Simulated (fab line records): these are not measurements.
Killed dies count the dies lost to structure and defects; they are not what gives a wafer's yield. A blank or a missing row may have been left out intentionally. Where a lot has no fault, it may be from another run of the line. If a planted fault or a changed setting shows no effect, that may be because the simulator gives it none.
What tool caused it? -- flow berkeley_cmos170 -- Sampling: 15 lots, 45 wafers, 3 of 331 route steps

== WHAT EACH GAUGE READ, for each wafer ==
UCB170_NLDD_TW_MEAS_11.
lot,measured,on,NLDD_TW
L651,day 6 05:00,film_metro-03,2242 2229 2240
L653,day 6 11:57,film_metro-02,2223 2211 2203
L652,day 6 12:37,film_metro-02,2135 2144 2137 2144 2145 2140
L655,day 6 16:31,film_metro-04,2181 2175 2175
L654,day 6 16:49,film_metro-04,2229 2229 2225
L657,day 7 08:28,film_metro-04,2161 2154 2155 2164 2162 2149
L659,day 8 06:30,film_metro-04,2234 2228 2227
L665,day 9 08:25,film_metro-03,2216 2219 2225
L667,day 10 06:56,film_metro-04,2247 2251 2251
L668,day 10 07:10,film_metro-02,2211 2216 2226
L671,day 10 19:34,film_metro-04,2245 2245 2251
L670,day 10 20:23,film_metro-02,2207 2228 2216
L672,day 11 01:19,film_metro-02,2201 2217 2211
L673,day 11 01:34,film_metro-04,2231 2228 2227
L674,day 12 01:14,film_metro-04,2244 2243 2236

UCB170_SDANNEAL_RS_MEAS_05: the measuring method here is four-point-probe.
lot,measured,on,NLDD_RS (ohm/sq)
L651,day 6 11:40,film_metro-04,613.0 613.0 613.9
L653,day 6 21:55,film_metro-02,616.0 616.1 617.9
L652,day 7 02:11,film_metro-04,664.8 662.6 664.7 664.4 663.6 664.6
L655,day 7 01:50,film_metro-02,664.1 664.8 667.7 666.2 665.5 668.6
L654,day 7 02:14,film_metro-03,617.7 619.7 618.0
L657,day 7 19:45,film_metro-03,662.5 665.8 663.4 664.8 664.4 664.3
L659,day 8 17:05,film_metro-03,613.6 615.6 614.9
L665,day 9 20:23,film_metro-04,613.9 615.7 614.6
L667,day 10 18:10,film_metro-03,616.5 616.3 617.8
L668,day 10 18:40,film_metro-03,615.3 615.6 613.2
L671,day 11 10:03,film_metro-02,616.7 616.9 615.9
L670,day 11 10:47,film_metro-03,614.4 617.7 615.8
L672,day 11 10:39,film_metro-04,614.9 616.8 614.0
L673,day 11 11:10,film_metro-02,614.6 615.0 613.8
L674,day 12 16:07,film_metro-02,614.0 614.5 615.3

== WHICH TOOL RAN EACH LOT (tool, then ch and the chambers of the sampled wafers, then the start) ==
lot,UCB170_NLDD_IMPLANT_09
L651,"implanter-03 ch 0, day 6 04:47"
L653,"implanter-03 ch 0, day 6 11:43"
L652,"implanter-03 ch 0, day 6 12:23"
L655,"implanter-03 ch 0, day 6 16:16"
L654,"implanter-04 ch 0, day 6 16:34"
L657,"implanter-03 ch 0, day 7 08:14"
L659,"implanter-02 ch 0, day 8 06:16"
L665,"implanter-04 ch 0, day 9 08:11"
L667,"implanter-02 ch 0, day 10 06:43"
L668,"implanter-03 ch 0, day 10 06:55"
L671,"implanter-03 ch 0, day 10 19:19"
L670,"implanter-03 ch 0, day 10 20:09"
L672,"implanter-02 ch 0, day 11 01:04"
L673,"implanter-03 ch 0, day 11 01:20"
L674,"implanter-03 ch 0, day 12 01:02"
- UCB170_NLDD_IMPLANT_09

== AS READ BY THE TOOLS THEMSELVES (means over the sampled wafers that have a number; for cases with no such wafer, the mark the record gives instead) ==
UCB170_NLDD_IMPLANT_09.
lot,tool,dose_ions_cm2,faraday_current_uA
L651,implanter-03,5.006e+13,158
L653,implanter-03,5.002e+13,156
L652,implanter-03,3.901e+13,125
L655,implanter-03,3.901e+13,124
L654,implanter-04,4.997e+13,155
L657,implanter-03,3.897e+13,125
L659,implanter-02,4.998e+13,156
L665,implanter-04,5.002e+13,159
L667,implanter-02,5.001e+13,158
L668,implanter-03,5.000e+13,162
L671,implanter-03,4.999e+13,159
L670,implanter-03,5.002e+13,158
L672,implanter-02,4.997e+13,162
L673,implanter-03,4.992e+13,159
L674,implanter-03,4.999e+13,157

== THE ANSWER, worked out from the rows above alone ==
Rule: the usual values come from the lots themselves. Put in order of their means at a reading, lots are off if they are a third of the lots or fewer, leave a main group of 4 or more, and stand apart from it by a gap of 3 or more times the standard deviation of the main group's means; of several such gaps the widest counts. A main group whose means are all the same, to the digits that the tables above print for the reading, isn't used. Also off: a lot with no number at a reading for which 4 or more lots have one. Where the step has rows for the other lots, those lots are counted as sound. First the gauges in route order, then the tools' own readings, where a lot's mean is used as printed above. At the first step where some lot is off, the reading lying furthest off is the one used; lots without a number count as furthest.
Off: L652, L655, L657, seen at UCB170_SDANNEAL_RS_MEAS_05 (NLDD_RS). The main group has a mean of 615.5 ohm/sq with a standard deviation of 1.4.
If a tool, at a process step before that reading, ran all the lots that are off and no sound lot after the first of them, it fits. Not tried: the gauges at UCB170_SDANNEAL_RS_MEAS_05; whatever is off there is also off at UCB170_NLDD_IMPLANT_09, on other tools, and gauge error can't account for it. No candidate that was tried fits.

== WHAT THE SIMULATOR HAD INSERTED ==
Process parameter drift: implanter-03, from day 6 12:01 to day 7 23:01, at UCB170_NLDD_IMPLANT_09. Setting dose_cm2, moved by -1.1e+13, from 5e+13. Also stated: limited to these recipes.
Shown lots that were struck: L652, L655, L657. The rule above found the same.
